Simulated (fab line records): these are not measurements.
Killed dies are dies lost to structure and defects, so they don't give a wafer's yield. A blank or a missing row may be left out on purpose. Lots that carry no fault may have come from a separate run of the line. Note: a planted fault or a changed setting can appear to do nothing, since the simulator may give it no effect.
fab line records + flow rit-cmos
record
- lots=6
- wafers=18
- last-day=7
route steps=202 shown M1@184
lots untouched by any fault: they come from a run of this same line in which no faults occurred
start-h: the number of hours between the record's first day and the start of the first shown wafer of the lot + wait-h: hours elapsed since this lot's preceding step + " unchanged from the row above + L1.1+2: a row that stands for several wafers + - either no value or no given start + * or withheld: withheld + < > ~ a bound
route shown NAME@n: NAME is a module with steps in the file, n the number in the route of the first one + usual: mean/standard deviation of fault-free wafers + same: alike in all rows + chamber/n: place in a boat + sites: the reading at each site + _std_site: the standard deviation of these + _edge_site: outer sites' mean less inner sites' + radius-mm: for every site, how far away it sits from the centre of the wafer + mask NAME#n: copy n + behind: the last tool/chamber to shape the wafer + hold: why the lot was held/for how many hours/how that ended + device: transistor that didn't switch, given as n, p or np + end of line: the tests these same wafers got at the end of their route + step lacking rows: just its recipe + killed: dies lost to structure and defects at the first sort, not the wafer's yield + map: a wafer's dies, marking killed ones x, the rest . and places with no die _
set.NAME: the setting the step ran with; set.NAME@STEP: the setting that earlier step ran with + model.NAME: the simulator's own value behind a step, which no gauge read
lots seen at some steps along the route; tables by step, rows by wafer
services: a tool's chamber out of use, with start hour (start-h, from the record's first day; less than 0 if before it), hours out, and reason
## steps
# step RIT_M1_SPUTTER_00
# recipe
- material=Al
- target-thk-nm=400
- power-w=2000
- chamber-pressure-pa=0.4
- gas=Ar
- time-s=500
- substrate-temp-c=25
# usual
- throttle-valve-pct=29.9/1.2
| lot.wafer | tool           | chamber | start-h | wait-h | throttle-valve-pct |
|-----------|----------------|---------|---------|--------|--------------------|
| L512.2    | pvd-sputter-04 | -       | 74.21   | 0.0    | 29.7               |
| L512.4    | "              | -       | "       | "      | 31.3               |
| L512.5    | "              | -       | "       | "      | 30.4               |
| L518.1    | pvd-sputter-04 | -       | 104.22  | 0.0    | 31.6               |
| L518.2    | "              | -       | "       | "      | 30.3               |
| L518.6    | "              | -       | "       | "      | 29.9               |
| L521.1    | pvd-sputter-02 | -       | 115.22  | 0.0    | 28.9               |
| L521.5    | "              | -       | "       | "      | 29.0               |
| L521.6    | "              | -       | "       | "      | 27.2               |
| L522.3    | pvd-sputter-04 | -       | 119.34  | 0.0    | 28.7               |
| L522.4    | "              | -       | "       | "      | 30.6               |
| L522.5    | "              | -       | "       | "      | 30.0               |
| L523.1    | pvd-sputter-02 | -       | 127.81  | 0.0    | 27.3               |
| L523.2    | "              | -       | "       | "      | 29.2               |
| L523.6    | "              | -       | "       | "      | 30.2               |
| L529.2    | pvd-sputter-03 | -       | 154.47  | 0.0    | 29.4               |
| L529.4    | "              | -       | "       | "      | 30.7               |
| L529.5    | "              | -       | "       | "      | 29.5               |
# step RIT_M1_RS_MEAS_01
# recipe
- thk-meas-gauge=four-point-probe
- reads=Al_of_M1_SPUTTER_00
# usual
- M1_AL_RS=0.0737/0.0011
| lot.wafer | tool          | chamber | start-h | wait-h | M1_AL_RS[ohm/sq] |
|-----------|---------------|---------|---------|--------|------------------|
| L512.2    | film-metro-02 | -       | 74.53   | 0.2    | 0.0727           |
| L512.4    | "             | -       | "       | "      | 0.0715           |
| L512.5    | "             | -       | "       | "      | 0.0737           |
| L518.1    | film-metro-04 | -       | 104.51  | 0.1    | 0.0717           |
| L518.2    | "             | -       | "       | "      | 0.0730           |
| L518.6    | "             | -       | "       | "      | 0.0735           |
| L521.1    | film-metro-02 | -       | 115.52  | 0.1    | 0.0722           |
| L521.5    | "             | -       | "       | "      | 0.0737           |
| L521.6    | "             | -       | "       | "      | 0.0729           |
| L522.3    | film-metro-01 | -       | 119.68  | 0.2    | 0.0747           |
| L522.4    | "             | -       | "       | "      | 0.0742           |
| L522.5    | "             | -       | "       | "      | 0.0739           |
| L523.1    | film-metro-02 | -       | 128.11  | 0.1    | 0.0727           |
| L523.2    | "             | -       | "       | "      | 0.0723           |
| L523.6    | "             | -       | "       | "      | 0.0738           |
| L529.2    | film-metro-04 | -       | 154.78  | 0.2    | 0.0747           |
| L529.4    | "             | -       | "       | "      | 0.0736           |
| L529.5    | "             | -       | "       | "      | 0.0744           |
# step RIT_M1_THK_MEAS_02
# recipe
- thk-meas-gauge=xrf
- reads=Al_of_M1_SPUTTER_00
# usual
- M1_AL_THK=401/6.4
| lot.wafer | tool          | chamber | start-h | wait-h | M1_AL_THK[nm] |
|-----------|---------------|---------|---------|--------|---------------|
| L512.2    | film-metro-02 | -       | 74.64   | 0.1    | 403           |
| L512.4    | "             | -       | "       | "      | 410           |
| L512.5    | "             | -       | "       | "      | 396           |
| L518.1    | film-metro-04 | -       | 104.63  | 0.1    | 412           |
| L518.2    | "             | -       | "       | "      | 404           |
| L518.6    | "             | -       | "       | "      | 404           |
| L521.1    | film-metro-02 | -       | 115.64  | 0.1    | 408           |
| L521.5    | "             | -       | "       | "      | 399           |
| L521.6    | "             | -       | "       | "      | 402           |
| L522.3    | film-metro-01 | -       | 119.78  | 0.1    | 393           |
| L522.4    | "             | -       | "       | "      | 395           |
| L522.5    | "             | -       | "       | "      | 400           |
| L523.1    | film-metro-02 | -       | 128.23  | 0.1    | 403           |
| L523.2    | "             | -       | "       | "      | 407           |
| L523.6    | "             | -       | "       | "      | 398           |
| L529.2    | film-metro-04 | -       | 154.89  | 0.1    | 401           |
| L529.4    | "             | -       | "       | "      | 404           |
| L529.5    | "             | -       | "       | "      | 399           |
# step RIT_M1_HMDS_03
# recipe
- prime-time-s=60
- prime-temp-c=140
# step RIT_M1_COAT_04
# recipe
- resist=NOVOLAK
- spin-rpm=2000
- resist-thk-nm=1300
# step RIT_M1_SOFTBAKE_05
# recipe
- resist=NOVOLAK
- temp-c=89.59
- time-s=60
# step RIT_M1_EXPOSE_06
# recipe
- mask-id=M12
- na=0.6
- source-shape=conventional
- sigma-outer=0.5
- target-cd-nm=2600
- dose-mj=250
# step RIT_M1_PEB_07
# recipe
- resist=NOVOLAK
- temp-c=withheld
- time-s=withheld
# step RIT_M1_DEVELOP_08
# recipe
- resist=NOVOLAK
- develop-time-s=68
- dev-temp-c=23
# step RIT_M1_CD_MEAS_09
# recipe
- target-cd-nm=2600
# usual
- cd-nm=2599.7/2.5
| lot.wafer | tool      | chamber | start-h | wait-h | cd-nm  |
|-----------|-----------|---------|---------|--------|--------|
| L512.2    | cd-sem-02 | -       | 75.62   | -      | 2598.7 |
| L512.4    | "         | -       | "       | "      | 2599.7 |
| L512.5    | "         | -       | "       | "      | 2601.5 |
| L518.1    | cd-sem-01 | -       | 105.70  | -      | 2596.6 |
| L518.2    | "         | -       | "       | "      | 2597.8 |
| L518.6    | "         | -       | "       | "      | 2595.2 |
| L521.1    | cd-sem-01 | -       | 116.58  | -      | 2601.9 |
| L521.5    | "         | -       | "       | "      | 2602.8 |
| L521.6    | "         | -       | "       | "      | 2604.0 |
| L522.3    | cd-sem-01 | -       | 120.86  | -      | 2600.2 |
| L522.4    | "         | -       | "       | "      | 2601.1 |
| L522.5    | "         | -       | "       | "      | 2602.6 |
| L523.1    | cd-sem-01 | -       | 129.29  | -      | 2597.7 |
| L523.2    | "         | -       | "       | "      | 2600.2 |
| L523.6    | "         | -       | "       | "      | 2598.7 |
| L529.2    | cd-sem-02 | -       | 155.84  | -      | 2596.1 |
| L529.4    | "         | -       | "       | "      | 2595.9 |
| L529.5    | "         | -       | "       | "      | 2593.7 |
# step RIT_M1_OVL_MEAS_10
# usual
- M1_OVL=-0.7/1.6
| lot.wafer | tool       | chamber | start-h | wait-h | M1_OVL[nm] |
|-----------|------------|---------|---------|--------|------------|
| L512.2    | overlay-02 | -       | 75.72   | 0.1    | -0.2       |
| L512.4    | "          | -       | "       | "      | -0.3       |
| L512.5    | "          | -       | "       | "      | -0.2       |
| L518.1    | overlay-02 | -       | 105.82  | 0.1    | -2.9       |
| L518.2    | "          | -       | "       | "      | -1.5       |
| L518.6    | "          | -       | "       | "      | -2.5       |
| L521.1    | overlay-01 | -       | 116.70  | 0.1    | -1.0       |
| L521.5    | "          | -       | "       | "      | 0.8        |
| L521.6    | "          | -       | "       | "      | 1.4        |
| L522.3    | overlay-02 | -       | 120.95  | 0.1    | 1.8        |
| L522.4    | "          | -       | "       | "      | -1.8       |
| L522.5    | "          | -       | "       | "      | 0.1        |
| L523.1    | overlay-01 | -       | 129.41  | 0.1    | 1.5        |
| L523.2    | "          | -       | "       | "      | -0.4       |
| L523.6    | "          | -       | "       | "      | 2.5        |
| L529.2    | overlay-02 | -       | 155.95  | 0.1    | -0.7       |
| L529.4    | "          | -       | "       | "      | -3.0       |
| L529.5    | "          | -       | "       | "      | -0.4       |
# step RIT_M1_HARDBAKE_11
# recipe
- resist=NOVOLAK
- temp-c=138.8
- time-s=120
# step RIT_M1_METAL_ETCH_12
# recipe
- stop-on=SiO2
- chemistry=Cl2/BCl3
- target=Al
- time-s=165
- over-etch-frac=0.5
- pressure-mtorr=100
- target-depth-a=6000
- rf-w=250
- Cl2_flow_sccm=60
- bcl3-flow-sccm=50
# usual
- drypump-motor-current-A=5.5/0.42
- oes-product-au=0.770/0.0096
- rf-fwd-power-W=248.9/0.8
- throttle-valve-pct=8.32/0.17
# same
- over-etch-frac=0.5
| lot.wafer | tool         | chamber | start-h | wait-h | drypump-motor-current-A | oes-product-au | rf-fwd-power-W | rf-hours-counter-h | throttle-valve-pct | model.NOVOLAK_of_M1_COAT_04.thk-nm | model.M1.cd-nm | model.M1.feature-depth-nm |
|-----------|--------------|---------|---------|--------|-------------------------|----------------|----------------|--------------------|--------------------|------------------------------------|----------------|---------------------------|
| L512.2    | rie-metal-03 | 0       | 76.00   | 0.2    | 5.8                     | 0.785          | 248.3          | 5                  | 8.20               | 814.3                              | 2599           | 434.8                     |
| L512.4    | "            | 0       | "       | "      | 5.8                     | 0.779          | 247.9          | -                  | 8.22               | 815.3                              | 2600           | 441.4                     |
| L512.5    | "            | 1       | "       | "      | 6.1                     | 0.764          | 250.5          | -                  | 8.46               | 815.8                              | 2599           | 429.7                     |
| L518.1    | rie-metal-03 | 1       | 106.10  | 0.2    | 6.1                     | 0.776          | 249.3          | 4                  | 8.47               | 811.4                              | 2597           | 442.4                     |
| L518.2    | "            | 0       | "       | "      | 5.8                     | 0.781          | 348.1          | 5                  | 8.21               | 690.9                              | 2577           | 448                       |
| L518.6    | "            | 0       | "       | "      | 5.8                     | 0.773          | 348.2          | -                  | 8.21               | 688.5                              | 2576           | 445.5                     |
| L521.1    | rie-metal-03 | 1       | 116.98  | 0.2    | 6.1                     | 0.774          | 249.7          | 4                  | 8.46               | 806                                | 2603           | 438.6                     |
| L521.5    | "            | 1       | "       | "      | 6.1                     | 0.768          | 248.7          | -                  | 8.47               | 809.2                              | 2603           | 430.3                     |
| L521.6    | "            | 0       | "       | "      | 5.8                     | 0.786          | 348.5          | -                  | 8.20               | 693.4                              | 2584           | 447.7                     |
| L522.3    | rie-metal-02 | 1       | 121.28  | 0.2    | 5.3                     | 0.760          | 248.9          | -                  | 8.17               | 810.7                              | 2602           | 427.2                     |
| L522.4    | "            | 0       | "       | "      | 5.3                     | 0.774          | 248.1          | -                  | 8.58               | 810.5                              | 2601           | 428.1                     |
| L522.5    | "            | 0       | "       | "      | 5.3                     | 0.772          | 248.0          | -                  | 8.57               | 810.7                              | 2603           | 430.2                     |
| L523.1    | rie-metal-01 | 0       | 129.70  | 0.2    | 4.8                     | 0.781          | 251.5          | 3                  | 8.09               | 812.6                              | 2599           | 436.2                     |
| L523.2    | "            | 1       | "       | "      | 5.5                     | 0.776          | 249.0          | 3                  | 8.42               | 813.5                              | 2603           | 438.3                     |
| L523.6    | "            | 0       | "       | "      | 4.8                     | 0.776          | 251.0          | -                  | 8.11               | 808.4                              | 2600           | 430.4                     |
| L529.2    | rie-metal-02 | 0       | 156.23  | 0.2    | 5.3                     | 0.783          | 248.3          | 0                  | 8.58               | 801                                | 2598           | 427.2                     |
| L529.4    | "            | 1       | "       | "      | 5.3                     | 0.775          | 249.1          | -                  | 8.15               | 797.2                              | 2597           | 433.2                     |
| L529.5    | "            | 1       | "       | "      | 5.3                     | 0.773          | 249.2          | -                  | 8.15               | 798.4                              | 2594           | 428.8                     |
# step RIT_M1_STRIP_13
# recipe
- chemistry=nmp
- resist=NOVOLAK
- temp-c=80
- time-s=600
- dry=n2-spin
# step RIT_M1_STRIP_14
# recipe
- chemistry=O2
- time-s=180
- platen-temp-c=withheld
- power-w=500
- pressure-mtorr=4000
- o2-flow-sccm=4000
# usual
- drypump-motor-current-A=5.9/0.4
- o2-flow-sccm=4001/11
| lot.wafer | tool            | chamber | start-h | wait-h | drypump-motor-current-A | o2-flow-sccm | rf-hours-counter-h |
|-----------|-----------------|---------|---------|--------|-------------------------|--------------|--------------------|
| L512.2    | plasma-asher-03 | 0       | 76.34   | 0.0    | 5.5                     | 3987         | 45                 |
| L512.4    | "               | 0       | "       | "      | 5.5                     | 3991         | -                  |
| L512.5    | "               | 1       | "       | "      | 5.6                     | 3981         | -                  |
| L518.1    | plasma-asher-03 | 0       | 106.44  | 0.0    | 5.5                     | 4009         | 48                 |
| L518.2    | "               | 1       | "       | "      | 5.6                     | 3991         | 48                 |
| L518.6    | "               | 0       | "       | "      | 5.5                     | 3991         | -                  |
| L521.1    | plasma-asher-02 | 1       | 117.32  | 0.0    | 6.1                     | 3989         | 47                 |
| L521.5    | "               | 0       | "       | "      | 6.8                     | 3989         | -                  |
| L521.6    | "               | 1       | "       | "      | 6.0                     | 4011         | -                  |
| L522.3    | plasma-asher-02 | 0       | 121.62  | 0.1    | 6.7                     | 3994         | -                  |
| L522.4    | "               | 1       | "       | "      | 6.1                     | 3993         | -                  |
| L522.5    | "               | 0       | "       | "      | 6.8                     | 4000         | -                  |
| L523.1    | plasma-asher-03 | 1       | 130.04  | 0.0    | 5.6                     | 3994         | 51                 |
| L523.2    | "               | 0       | "       | "      | 5.5                     | 4021         | 51                 |
| L523.6    | "               | 0       | "       | "      | 5.5                     | 4003         | -                  |
| L529.2    | plasma-asher-01 | 1       | 156.57  | 0.0    | 5.6                     | 4004         | 4                  |
| L529.4    | "               | 1       | "       | "      | 5.6                     | 4005         | -                  |
| L529.5    | "               | 0       | "       | "      | 6.1                     | 4016         | -                  |
# step RIT_M1_CD_MEAS_90
# recipe
- target-cd-nm=2600
# usual
- cd-nm=2601/3.1
| lot.wafer | tool      | chamber | start-h | wait-h | cd-nm |
|-----------|-----------|---------|---------|--------|-------|
| L512.2    | cd-sem-02 | -       | 76.53   | 0.1    | 2599  |
| L512.4    | "         | -       | "       | "      | 2600  |
| L512.5    | "         | -       | "       | "      | 2599  |
| L518.1    | cd-sem-02 | -       | 106.61  | 0.1    | 2597  |
| L518.2    | "         | -       | "       | "      | 2577  |
| L518.6    | "         | -       | "       | "      | 2576  |
| L521.1    | cd-sem-02 | -       | 117.50  | 0.1    | 2603  |
| L521.5    | "         | -       | "       | "      | 2603  |
| L521.6    | "         | -       | "       | "      | 2584  |
| L522.3    | cd-sem-02 | -       | 121.78  | 0.1    | 2601  |
| L522.4    | "         | -       | "       | "      | 2601  |
| L522.5    | "         | -       | "       | "      | 2603  |
| L523.1    | cd-sem-01 | -       | 130.21  | 0.1    | 2599  |
| L523.2    | "         | -       | "       | "      | 2603  |
| L523.6    | "         | -       | "       | "      | 2600  |
| L529.2    | cd-sem-02 | -       | 156.76  | 0.1    | 2598  |
| L529.4    | "         | -       | "       | "      | 2597  |
| L529.5    | "         | -       | "       | "      | 2594  |
# step RIT_M1_ANNEAL_15
# recipe
- temp-c=450
- time-s=1800
- ambient=forming_gas_H2N2
# step RIT_M1_PROBE_99
# usual
- defect-limited-yield=97.4/1.1
- killed-at-front-end=6.9/2.8
- killed-dies=7.0/2.8
- killed-on-rim=1.8/1.3
- killed-open=3.4/2
- killed-short=3.5/2.1
- sort_bin_3_pad_short=0.1/0.19
- sort_bin_5_function=1.5/0.79
- sort_bin_6_memory=1.0/0.66
- sort-n-pass=257.0/2.8
- sort-yield-pct=97.3/1.1
# same
- gross-dies=264
- killed_at_M0_to_M3=0
- killed_at_M4_up=0
- killed-at-back-side=0
- killed-at-contacts=0
- killed-at-other=0
| lot.wafer | tool      | chamber | start-h | wait-h | defect-limited-yield[%] | killed-at-front-end | killed-dies | killed-on-rim | killed-open | killed-short | sort_bin_3_pad_short[%] | sort_bin_5_function[%] | sort_bin_6_memory[%] | sort-n-pass | sort-yield-pct[%] | model.etest.m1.width-nm | model.etest.antenna-m1.gate-log10-a-cm2 | model.etest.antenna-m1.vt-shift-v |
|-----------|-----------|---------|---------|--------|-------------------------|---------------------|-------------|---------------|-------------|--------------|-------------------------|------------------------|----------------------|-------------|-------------------|-------------------------|-----------------------------------------|-----------------------------------|
| L512.2    | prober-02 | -       | 78.30   | 0.1    | 96.6                    | 9                   | 9           | 2             | 5           | 4            | 0                       | 1.1                    | 2.3                  | 255.0       | 96.6              | 2600                    | -6.246                                  | -0.01392                          |
| L512.4    | prober-02 | -       | 78.40   | 0.2    | 97.7                    | 6                   | 6           | 0             | 4           | 2            | 0                       | 1.9                    | 0.4                  | 258.0       | 97.7              | 2604                    | -6.372                                  | -0.008261                         |
| L512.5    | prober-02 | -       | 78.45   | 0.2    | 97.3                    | 7                   | 7           | 3             | 4           | 3            | 0.4                     | 0.8                    | 1.5                  | 257.0       | 97.3              | 2589                    | -6.152                                  | -0.006185                         |
| L518.1    | prober-02 | -       | 108.35  | 0.1    | 95.8                    | 11                  | 11          | 4             | 6           | 5            | 0                       | 2.7                    | 1.5                  | 253.0       | 95.8              | 2594                    | -6.129                                  | -0.00904                          |
| L518.2    | prober-02 | -       | 108.40  | 0.1    | 99.6                    | 1                   | 1           | 0             | 1           | 0            | 0                       | 0.4                    | 0                    | 263.0       | 99.6              | 2581                    | -5.232                                  | -0.04581                          |
| L518.6    | prober-02 | -       | 108.60  | 0.2    | 97.0                    | 8                   | 8           | 1             | 4           | 4            | 0                       | 2.7                    | 0.4                  | 256.0       | 97.0              | 2574                    | -5.395                                  | -0.04102                          |
| L521.1    | prober-01 | -       | 119.24  | 0.1    | 97.0                    | 8                   | 8           | 0             | 3           | 5            | 0.4                     | 1.9                    | 0.8                  | 256.0       | 97.0              | 2603                    | -6.015                                  | -0.01198                          |
| L521.5    | prober-01 | -       | 119.44  | 0.2    | 98.5                    | 4                   | 4           | 2             | 2           | 2            | 0                       | 1.1                    | 0.4                  | 260.0       | 98.5              | 2597                    | -6.519                                  | -0.006038                         |
| L521.6    | prober-01 | -       | 119.49  | 0.2    | 97.3                    | 7                   | 7           | 0             | 4           | 3            | 0.4                     | 1.5                    | 0.8                  | 257.0       | 97.3              | 2582                    | -5.053                                  | -0.04337                          |
| L522.3    | prober-02 | -       | 123.58  | 0.2    | 96.6                    | 9                   | 9           | 1             | 3           | 5            | 0.4                     | 2.7                    | 0.4                  | 255.0       | 96.6              | 2596                    | -6.195                                  | -0.01129                          |
| L522.4    | prober-02 | -       | 123.63  | 0.2    | 99.2                    | 2                   | 2           | 0             | 2           | 0            | 0                       | 0.8                    | 0                    | 262.0       | 99.2              | 2606                    | -6.131                                  | -0.01181                          |
| L522.5    | prober-02 | -       | 123.68  | 0.2    | 95.8                    | 11                  | 11          | 7             | 6           | 4            | 0                       | 3.8                    | 0.4                  | 253.0       | 95.8              | 2601                    | -6.034                                  | -0.01461                          |
| L523.1    | prober-01 | -       | 131.95  | 0.1    | 97.7                    | 6                   | 6           | 2             | 3           | 3            | 0                       | 1.5                    | 0.8                  | 258.0       | 97.7              | 2594                    | -6.202                                  | -0.01564                          |
| L523.2    | prober-01 | -       | 132.00  | 0.1    | 97.0                    | 8                   | 8           | 2             | 3           | 5            | 0                       | 2.7                    | 0.4                  | 256.0       | 97.0              | 2600                    | -6.171                                  | -0.0123                           |
| L523.6    | prober-01 | -       | 132.20  | 0.2    | 96.6                    | 9                   | 9           | 0             | 5           | 4            | 0                       | 2.3                    | 1.1                  | 255.0       | 96.6              | 2589                    | -6.49                                   | -0.01269                          |
| L529.2    | prober-02 | -       | 158.53  | 0.1    | 98.1                    | 5                   | 5           | 1             | 3           | 2            | 0                       | 0.8                    | 1.1                  | 259.0       | 98.1              | 2599                    | -5.846                                  | -0.005164                         |
| L529.4    | prober-02 | -       | 158.63  | 0.2    | 97.7                    | 6                   | 6           | 1             | 4           | 2            | 0                       | 1.1                    | 1.1                  | 258.0       | 97.7              | 2596                    | -5.751                                  | -0.01464                          |
| L529.5    | prober-02 | -       | 158.68  | 0.2    | 97.0                    | 8                   | 8           | 3             | 6           | 2            | 0                       | 1.5                    | 1.5                  | 256.0       | 97.0              | 2588                    | -5.956                                  | -0.01452                          |
# killed by level:class
L512.2 SILICIDE:geometric-particle:open=2 ACTIVE:geometric-particle:short=1 FOX1:geometric-particle:short=1 FOX1:geometric-particle:open=1 FOX2:geometric-particle:open=1 GATE:geometric-particle:open=1 GATE:geometric-particle:short=1 REOX:geometric-particle:short=1
L512.4 REOX:geometric-particle:open=3 GATE:geometric-particle:open=1 GATE:geometric-particle:short=1 SPACER:geometric-particle:short=1
L512.5 GATE:geometric-particle:open=2 GATE:geometric-particle:short=2 FOX2:geometric-particle:open=1 SPACER:geometric-particle:short=1 SILICIDE:geometric-particle:open=1
L518.1 REOX:geometric-particle:short=3 SPACER:geometric-particle:open=3 GATE:geometric-particle:short=2 GATE:geometric-particle:open=2 REOX:geometric-particle:open=1
L518.2 GATE:geometric-particle:open=1
L518.6 GATE:geometric-particle:open=4 GATE:geometric-particle:short=3 REOX:geometric-particle:short=1
L521.1 GATE:geometric-particle:short=4 REOX:geometric-particle:open=2 GATE:geometric-particle:open=1 REOX:geometric-particle:short=1
L521.5 GATE:geometric-particle:short=2 GATE:geometric-particle:open=1 REOX:geometric-particle:open=1
L521.6 FOX1:geometric-particle:short=2 FOX1:geometric-particle:open=1 FOX2:geometric-particle:open=1 GATE:geometric-particle:short=1 GATE:geometric-particle:open=1 SILICIDE:geometric-particle:open=1
L522.3 GATE:geometric-particle:short=5 FOX1:geometric-particle:open=1 GATE:geometric-particle:open=1 SPACER:geometric-particle:open=1 PRETRO:coat-microbubble-printed=1
L522.4 GATE:geometric-particle:open=1 REOX:geometric-particle:open=1
L522.5 GATE:geometric-particle:open=4 GATE:geometric-particle:short=2 FOX1:geometric-particle:short=1 REOX:geometric-particle:open=1 REOX:geometric-particle:short=1 SILICIDE:geometric-particle:open=1 NRETRO:coat-microbubble-printed=1
L523.1 GATE:geometric-particle:short=2 SILICIDE:geometric-particle:open=2 FOX1:geometric-particle:short=1 REOX:geometric-particle:open=1
L523.2 GATE:geometric-particle:short=3 FOX1:geometric-particle:short=1 GATE:geometric-particle:open=1 REOX:geometric-particle:open=1 SILICIDE:geometric-particle:short=1 SILICIDE:geometric-particle:open=1
L523.6 GATE:geometric-particle:short=3 GATE:geometric-particle:open=3 FOX1:geometric-particle:open=1 FOX1:geometric-particle:short=1 REOX:geometric-particle:open=1
L529.2 SILICIDE:geometric-particle:open=2 FOX1:geometric-particle:open=1 SPACER:geometric-particle:short=1 SILICIDE:geometric-particle:short=1
L529.4 GATE:geometric-particle:open=2 FOX1:geometric-particle:open=1 GATE:geometric-particle:short=1 SILICIDE:geometric-particle:open=1 SILICIDE:geometric-particle:short=1
L529.5 FOX2:geometric-particle:open=3 GATE:geometric-particle:open=2 FOX1:geometric-particle:open=1 FOX2:geometric-particle:short=1 SILICIDE:geometric-particle:short=1
## services
| tool            | chamber | start-h | hours | kind       |
|-----------------|---------|---------|-------|------------|
| pvd-sputter-03  | -       | 56.36   | 5.5   | repair     |
| pvd-sputter-04  | -       | 56.73   | 3.1   | repair     |
| rie-metal-03    | -       | 59.28   | 4.3   | pm         |
| plasma-asher-03 | -       | 62.49   | 0.7   | repair     |
| pvd-sputter-03  | -       | 73.05   | 1.8   | repair     |
| plasma-asher-01 | -       | 108.75  | 9.0   | pm         |
| plasma-asher-01 | 0       | 108.75  | 9.0   | vent-cycle |
| plasma-asher-01 | 1       | 108.75  | 9.0   | vent-cycle |
| plasma-asher-01 | 0       | 117.75  | -     | clean      |
| plasma-asher-01 | 1       | 117.75  | -     | clean      |
| plasma-asher-02 | -       | 123.99  | 3.4   | repair     |
| rie-metal-02    | -       | 136.12  | 20.0  | pm         |
| rie-metal-02    | 0       | 136.12  | 20.0  | vent-cycle |
| rie-metal-02    | 1       | 136.12  | 20.0  | vent-cycle |
| plasma-asher-02 | -       | 144.26  | 7.2   | repair     |
| pvd-sputter-03  | -       | 147.63  | 5.5   | repair     |
| rie-metal-02    | 0       | 156.12  | -     | clean      |
| rie-metal-02    | 1       | 156.12  | -     | clean      |
## key
first-sign
- step=RIT_M1_METAL_ETCH_12
- reading=rf-fwd-power-W
- direction=up
- sigmas=99+
- usual=248.9
- struck=348.2
effect
- step=RIT_M1_CD_MEAS_90
- reading=cd-nm
- direction=down
- sigmas=7.2
- usual=2601
- struck=2579
model-effect
- step=RIT_M1_METAL_ETCH_12
- value=NOVOLAK_of_M1_COAT_04.thk-nm
- without=819
- struck=691
model-effect
- step=RIT_M1_PROBE_99
- value=etest.m1.width-nm
- without=2601
- struck=2579
met-at RIT_M1_METAL_ETCH_12
struck-wafers L518.2,L518.6,L521.6
onset-between 76.00 106.10
fault
- kind=process-parameter-drift
- tool=rie-metal-03
- chamber=0
- onset-h=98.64
- steps=RIT_M1_METAL_ETCH_12
- channel=rf-w
- offset=100
- shape=step
- end-h=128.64
- stated=250
